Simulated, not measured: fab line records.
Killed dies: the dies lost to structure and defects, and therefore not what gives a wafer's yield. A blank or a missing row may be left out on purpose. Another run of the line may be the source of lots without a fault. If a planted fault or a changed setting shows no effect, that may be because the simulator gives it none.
fab line records	flow ritCmos
record lots=14	wafers=42	lastDay=7
route steps=202 shown M1@184
lots untouched by any fault: they come from a run of this same line in which no faults occurred
startH: start of the lot's first displayed wafer, in hours after the record's first day	waitH: hours from the lot's prior step to this one	" the same as in the row above	L1.1+2: a single row standing in for several wafers	- no value, or no start was given	* or withheld: withheld	< > ~ a bound
route shown NAME@n: names a module that has steps shown in the file, with the first one's number in the route	usual: average and standard deviation across the fault-free wafers	same: alike in all rows	chamber/n: place in a boat	sites: readings site by site	_std_site: the standard deviation of these	_edge_site: mean of outer sites minus mean of inner sites	radiusMm: for every site, how far away it sits from the centre of the wafer	mask NAME#n: copy n	behind: the tool/chamber that last shaped the wafer	hold: what put the lot on hold/how long, in hours/how the hold closed	device: the transistor (n, p or np) that didn't switch	end of line: the tests these same wafers got at the end of their route	a step without rows: its recipe alone	killed: at the first sort, the dies lost to defects and structure; wafer yield is something else	map: shows each die of a wafer: x if killed, . if not, _ if none is there
set.NAME: the setting the step ran with; set.NAME@STEP: the setting that earlier step ran with	model.NAME: the simulator's own value behind a step, which no gauge read
route steps across a sampled set of lots; one table per step, one row per wafer
services: a tool's chamber out of use, with start hour (startH, from the record's first day; less than 0 if before it), hours out, and reason
## steps
# step RIT_M1_SPUTTER_00
# recipe material=Al	targetThkNm=400	powerW=2000	chamberPressurePa=0.4	gas=Ar	timeS=500	substrateTempC=25
# usual throttleValvePct=29.9/0.88
lot.wafer	tool	chamber	startH	waitH	throttleValvePct
L319.2	pvdSputter-04	-	54.12	0.0	31.5
L319.4	"	-	"	"	30.9
L319.6	"	-	"	"	30.8
L320.1	pvdSputter-02	-	58.60	0.0	29.5
L320.3	"	-	"	"	30.0
L320.5	"	-	"	"	29.6
L321.1	pvdSputter-04	-	62.02	0.0	30.6
L321.3	"	-	"	"	31.0
L321.6	"	-	"	"	31.1
L322.1	pvdSputter-02	-	68.51	0.0	29.6
L322.4	"	-	"	"	30.2
L322.5	"	-	"	"	29.4
L323.2	pvdSputter-04	-	73.81	0.0	30.9
L323.3	"	-	"	"	29.4
L323.5	"	-	"	"	29.6
L328.3	pvdSputter-02	-	101.08	0.0	29.2
L328.4	"	-	"	"	30.0
L328.6	"	-	"	"	30.0
L330.1	pvdSputter-02	-	108.77	0.0	29.3
L330.3	"	-	"	"	29.3
L330.5	"	-	"	"	29.5
L335.1	pvdSputter-04	-	135.84	0.0	28.7
L335.3	"	-	"	"	30.7
L335.5	"	-	"	"	31.1
L336.2	pvdSputter-04	-	141.24	0.0	30.9
L336.3	"	-	"	"	29.7
L336.6	"	-	"	"	29.4
L337.3	pvdSputter-03	-	144.23	0.0	30.7
L337.4	"	-	"	"	28.9
L337.5	"	-	"	"	28.9
L338.1	pvdSputter-04	-	148.87	0.0	28.7
L338.5	"	-	"	"	31.0
L338.6	"	-	"	"	29.7
L339.1	pvdSputter-04	-	151.97	0.0	31.1
L339.3	"	-	"	"	29.6
L339.6	"	-	"	"	28.5
L341.1	pvdSputter-04	-	164.00	0.0	28.7
L341.2	"	-	"	"	29.5
L341.4	"	-	"	"	31.0
L342.1	pvdSputter-02	-	168.72	0.0	30.2
L342.2	"	-	"	"	29.4
L342.3	"	-	"	"	29.3
# step RIT_M1_RS_MEAS_01
# recipe thkMeasGauge=four-point-probe	reads=Al_of_M1_SPUTTER_00
# usual M1_AL_RS=0.0736/0.00088
lot.wafer	tool	chamber	startH	waitH	M1_AL_RS[ohm/sq]
L319.2	filmMetro-03	-	54.43	0.2	0.0730
L319.4	"	-	"	"	0.0750
L319.6	"	-	"	"	0.0742
L320.1	filmMetro-04	-	58.89	0.1	0.0746
L320.3	"	-	"	"	0.0733
L320.5	"	-	"	"	0.0744
L321.1	filmMetro-03	-	62.31	0.1	0.0741
L321.3	"	-	"	"	0.0732
L321.6	"	-	"	"	0.0733
L322.1	filmMetro-02	-	68.81	0.1	0.0741
L322.4	"	-	"	"	0.0728
L322.5	"	-	"	"	0.0739
L323.2	filmMetro-04	-	74.13	0.2	0.0728
L323.3	"	-	"	"	0.0721
L323.5	"	-	"	"	0.0720
L328.3	filmMetro-02	-	101.42	0.2	0.0744
L328.4	"	-	"	"	0.0737
L328.6	"	-	"	"	0.0664
L330.1	filmMetro-04	-	109.06	0.1	0.0745
L330.3	"	-	"	"	0.0735
L330.5	"	-	"	"	0.0669
L335.1	filmMetro-03	-	136.13	0.1	0.0748
L335.3	"	-	"	"	0.0745
L335.5	"	-	"	"	0.0743
L336.2	filmMetro-04	-	141.56	0.2	0.0740
L336.3	"	-	"	"	0.0740
L336.6	"	-	"	"	0.0743
L337.3	filmMetro-04	-	144.57	0.2	0.0720
L337.4	"	-	"	"	0.0736
L337.5	"	-	"	"	0.0730
L338.1	filmMetro-04	-	149.17	0.1	0.0733
L338.5	"	-	"	"	0.0738
L338.6	"	-	"	"	0.0734
L339.1	filmMetro-02	-	152.26	0.1	0.0735
L339.3	"	-	"	"	0.0733
L339.6	"	-	"	"	0.0732
L341.1	filmMetro-04	-	164.29	0.1	0.0729
L341.2	"	-	"	"	0.0736
L341.4	"	-	"	"	0.0733
L342.1	filmMetro-04	-	169.01	0.1	0.0740
L342.2	"	-	"	"	0.0748
L342.3	"	-	"	"	0.0740
# step RIT_M1_THK_MEAS_02
# recipe thkMeasGauge=xrf	reads=Al_of_M1_SPUTTER_00
# usual M1_AL_THK=401/4.9
lot.wafer	tool	chamber	startH	waitH	M1_AL_THK[nm]
L319.2	filmMetro-03	-	54.54	0.1	401
L319.4	"	-	"	"	391
L319.6	"	-	"	"	397
L320.1	filmMetro-04	-	59.01	0.1	399
L320.3	"	-	"	"	406
L320.5	"	-	"	"	399
L321.1	filmMetro-03	-	62.43	0.1	396
L321.3	"	-	"	"	401
L321.6	"	-	"	"	401
L322.1	filmMetro-02	-	68.93	0.1	397
L322.4	"	-	"	"	404
L322.5	"	-	"	"	396
L323.2	filmMetro-04	-	74.24	0.1	408
L323.3	"	-	"	"	411
L323.5	"	-	"	"	412
L328.3	filmMetro-02	-	101.52	0.1	394
L328.4	"	-	"	"	397
L328.6	"	-	"	"	441
L330.1	filmMetro-04	-	109.18	0.1	399
L330.3	"	-	"	"	405
L330.5	"	-	"	"	444
L335.1	filmMetro-03	-	136.25	0.1	393
L335.3	"	-	"	"	393
L335.5	"	-	"	"	396
L336.2	filmMetro-04	-	141.67	0.1	400
L336.3	"	-	"	"	401
L336.6	"	-	"	"	399
L337.3	filmMetro-04	-	144.67	0.1	412
L337.4	"	-	"	"	400
L337.5	"	-	"	"	406
L338.1	filmMetro-04	-	149.29	0.1	404
L338.5	"	-	"	"	402
L338.6	"	-	"	"	403
L339.1	filmMetro-02	-	152.38	0.1	403
L339.3	"	-	"	"	402
L339.6	"	-	"	"	402
L341.1	filmMetro-04	-	164.41	0.1	409
L341.2	"	-	"	"	402
L341.4	"	-	"	"	404
L342.1	filmMetro-04	-	169.13	0.1	402
L342.2	"	-	"	"	398
L342.3	"	-	"	"	401
# step RIT_M1_METAL_ETCH_12
# recipe stopOn=SiO2	chemistry=Cl2/BCl3	target=Al	timeS=165	overEtchFrac=0.5	pressureMtorr=100	targetDepthA=6000	rfW=250	Cl2_flow_sccm=60	bcl3FlowSccm=50
# usual drypumpMotorCurrentA=5.9/0.51	heBacksideLeakSccm=3.3/0.32	oesProductAu=0.772/0.0097	throttleValvePct=8.33/0.067
# same timeS=165
lot.wafer	tool	chamber	startH	waitH	drypumpMotorCurrentA	heBacksideLeakSccm	oesProductAu	rfHoursCounterH	throttleValvePct
L319.2	rieMetal-02	0	56.00	0.2	6.6	3.6	0.774	4	8.35
L319.4	"	0	"	"	6.6	3.4	0.753	-	8.35
L319.6	"	0	"	"	6.6	3.5	0.758	-	8.37
L320.1	rieMetal-01	1	60.36	0.2	5.3	3.3	0.753	1	8.35
L320.3	"	1	"	"	5.3	2.9	0.768	-	8.32
L320.5	"	0	"	"	5.4	3.5	0.774	-	8.43
L321.1	rieMetal-04	1	63.90	0.2	6.6	3.2	0.770	33	8.20
L321.3	"	0	"	"	5.7	3.2	0.779	-	8.30
L321.6	"	0	"	"	5.7	3.1	0.778	-	8.32
L322.1	rieMetal-02	1	70.40	0.2	6.0	3.2	0.778	4	8.33
L322.4	"	0	"	"	6.6	3.3	0.765	-	8.35
L322.5	"	0	"	"	6.6	3.1	0.754	-	8.35
L323.2	rieMetal-01	0	75.77	0.2	5.5	3.3	0.782	1	8.43
L323.3	"	1	"	"	5.3	3.5	0.776	-	8.33
L323.5	"	0	"	"	5.5	3.2	0.776	-	8.44
L328.3	rieMetal-02	1	102.90	0.2	6.0	3.2	0.776	-	8.33
L328.4	"	0	"	"	6.6	6.3	0.773	-	8.35
L328.6	"	0	"	"	6.6	3.8	0.813	-	8.34
L330.1	rieMetal-04	0	110.88	0.2	5.7	3.3	0.762	33	8.28
L330.3	"	0	"	"	5.7	3.2	0.772	-	8.30
L330.5	"	0	"	"	5.7	3.1	0.814	-	8.29
L335.1	rieMetal-01	0	137.72	0.2	5.4	3.2	0.778	1	8.42
L335.3	"	0	"	"	5.5	3.1	0.771	-	8.43
L335.5	"	0	"	"	5.4	3.3	0.767	-	8.45
L336.2	rieMetal-02	1	143.04	0.2	6.0	3.4	0.777	5	8.32
L336.3	"	1	"	"	6.0	3.2	0.781	-	8.33
L336.6	"	1	"	"	6.0	3.2	0.770	-	8.32
L337.3	rieMetal-01	1	146.17	0.2	5.3	3.2	0.768	-	8.33
L337.4	"	0	"	"	5.5	3.5	0.779	-	8.43
L337.5	"	1	"	"	5.3	3.2	0.765	-	8.32
L338.1	rieMetal-02	0	150.63	0.2	6.6	3.3	0.764	5	8.34
L338.5	"	0	"	"	6.6	3.5	0.758	-	8.34
L338.6	"	1	"	"	6.0	3.6	0.779	-	8.33
L339.1	rieMetal-01	1	153.85	0.2	5.3	3.3	0.764	2	8.33
L339.3	"	0	"	"	5.5	3.6	0.774	-	8.44
L339.6	"	1	"	"	5.3	3.3	0.768	-	8.32
L341.1	rieMetal-02	1	165.88	0.2	6.0	3.1	0.783	6	8.31
L341.2	"	0	"	"	6.6	3.4	0.754	5	8.35
L341.4	"	1	"	"	6.0	3.1	0.790	-	8.33
L342.1	rieMetal-01	1	170.60	0.2	5.3	3.3	0.756	2	8.32
L342.2	"	0	"	"	5.5	3.3	0.770	2	8.43
L342.3	"	1	"	"	5.3	3.1	0.761	-	8.33
# step RIT_M1_PROBE_99
# usual defectLimitedYield=97.4/1.1	killedAtContacts=0.1/0.24	killedAtFrontEnd=6.8/2.8	killedDies=6.9/2.8	killedOpen=3.3/1.9	killedShort=3.5/1.8	sort_bin_3_pad_short=0.1/0.22	sort_bin_5_function=1.4/0.76	sort_bin_6_memory=1.0/0.67	sortNPass=257.1/2.8	sortYieldPct=97.4/1.1
# same grossDies=264	killed_at_M0_to_M3=0	killed_at_M4_up=0	killedAtBackSide=0	killedAtOther=0
lot.wafer	tool	chamber	startH	waitH	defectLimitedYield[%]	killedAtContacts	killedAtFrontEnd	killedDies	killedOpen	killedShort	sort_bin_3_pad_short[%]	sort_bin_5_function[%]	sort_bin_6_memory[%]	sortNPass	sortYieldPct[%]
L323.2	prober-01	-	78.72	0.1	97.3	0	7	7	4	3	0	1.5	1.1	257.0	97.3
L323.3	prober-01	-	78.77	0.2	98.1	0	5	5	2	3	0.4	1.1	0.4	259.0	98.1
L323.5	prober-01	-	78.87	0.2	96.6	0	9	9	7	2	0	2.3	1.1	255.0	96.6
L330.1	prober-02	-	113.49	0.1	98.5	0	4	4	2	2	0	0.4	1.1	260.0	98.5
L330.3	prober-02	-	113.59	0.2	99.6	1	0	1	0	1	0	0.4	0	263.0	99.6
L330.5	prober-02	-	113.69	0.2	97.3	0	7	7	4	3	0	1.5	1.1	257.0	97.3
L336.2	prober-02	-	145.34	0.1	96.2	0	10	10	5	5	0.8	2.7	0.4	254.0	96.2
L336.3	prober-02	-	145.39	0.2	95.1	0	13	13	7	6	0	2.3	2.7	251.0	95.1
L336.6	prober-02	-	145.54	0.2	95.5	0	12	12	8	4	0.4	1.9	2.3	252.0	95.5
# killed by level:class
L323.2 FOX1:geometricParticle:short=1 FOX1:geometricParticle:open=1 FOX2:geometricParticle:short=1 GATE:geometricParticle:open=1 REOX:geometricParticle:open=1 SPACER:geometricParticle:short=1 SILICIDE:geometricParticle:open=1
L323.3 GATE:geometricParticle:open=2 FOX1:geometricParticle:short=1 GATE:geometricParticle:short=1 SPACER:geometricParticle:short=1
L323.5 FOX1:geometricParticle:open=3 REOX:geometricParticle:open=2 FOX1:geometricParticle:short=1 GATE:geometricParticle:open=1 REOX:geometricParticle:short=1 SPACER:geometricParticle:open=1
L330.1 GATE:geometricParticle:open=2 GATE:geometricParticle:short=1 SPACER:geometricParticle:short=1
L330.3 CONTACT:geometricParticle:short=1
L330.5 GATE:geometricParticle:open=2 FOX1:geometricParticle:short=1 FOX2:geometricParticle:open=1 REOX:geometricParticle:short=1 SPACER:geometricParticle:short=1 SILICIDE:geometricParticle:open=1
L336.2 GATE:geometricParticle:short=3 GATE:geometricParticle:open=2 FOX1:geometricParticle:open=1 FOX1:geometricParticle:short=1 FOX2:geometricParticle:open=1 SPACER:geometricParticle:open=1 SILICIDE:geometricParticle:short=1
L336.3 FOX2:geometricParticle:open=3 FOX2:geometricParticle:short=2 GATE:geometricParticle:short=2 SPACER:geometricParticle:open=2 SPACER:geometricParticle:short=2 FOX1:geometricParticle:open=1 GATE:geometricParticle:open=1
L336.6 GATE:geometricParticle:open=5 FOX1:geometricParticle:short=1 FOX1:geometricParticle:open=1 FOX2:geometricParticle:short=1 GATE:geometricParticle:short=1 REOX:geometricParticle:short=1 REOX:geometricParticle:open=1 SILICIDE:geometricParticle:open=1
## services
tool	chamber	startH	hours	kind
pvdSputter-03	-	105.45	2.0	repair
pvdSputter-04	-	107.19	1.9	repair
pvdSputter-02	-	114.65	40.5	repair
rieMetal-02	0	125.14	17.8	repair
rieMetal-04	-	136.12	20.0	pm
rieMetal-04	0	136.12	20.0	ventCycle
rieMetal-04	1	136.12	20.0	ventCycle
pvdSputter-03	-	149.97	1.1	repair
rieMetal-04	0	156.12	-	clean
rieMetal-04	1	156.12	-	clean
## key
firstSign step=RIT_M1_RS_MEAS_01	reading=M1_AL_RS	direction=down	sigmas=7.9	usual=0.0736	struck=0.0666
effect step=RIT_M1_THK_MEAS_02	reading=M1_AL_THK	direction=up	sigmas=8.3	usual=401	struck=442
effect step=RIT_M1_METAL_ETCH_12	reading=oesProductAu	direction=up	sigmas=4.3	usual=0.772	struck=0.814
metAt RIT_M1_SPUTTER_00
struckLots L328,L330
struckWafers L328.6,L330.5
onsetBetween 68.51 101.08
fault kind=processParameterDrift	tool=pvdSputter-02	chamber=-	onsetH=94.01	steps=RIT_M1_SPUTTER_00	channel=timeS	offset=*	shape=step	endH=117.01	stated=*	scope=struckWafersOnly
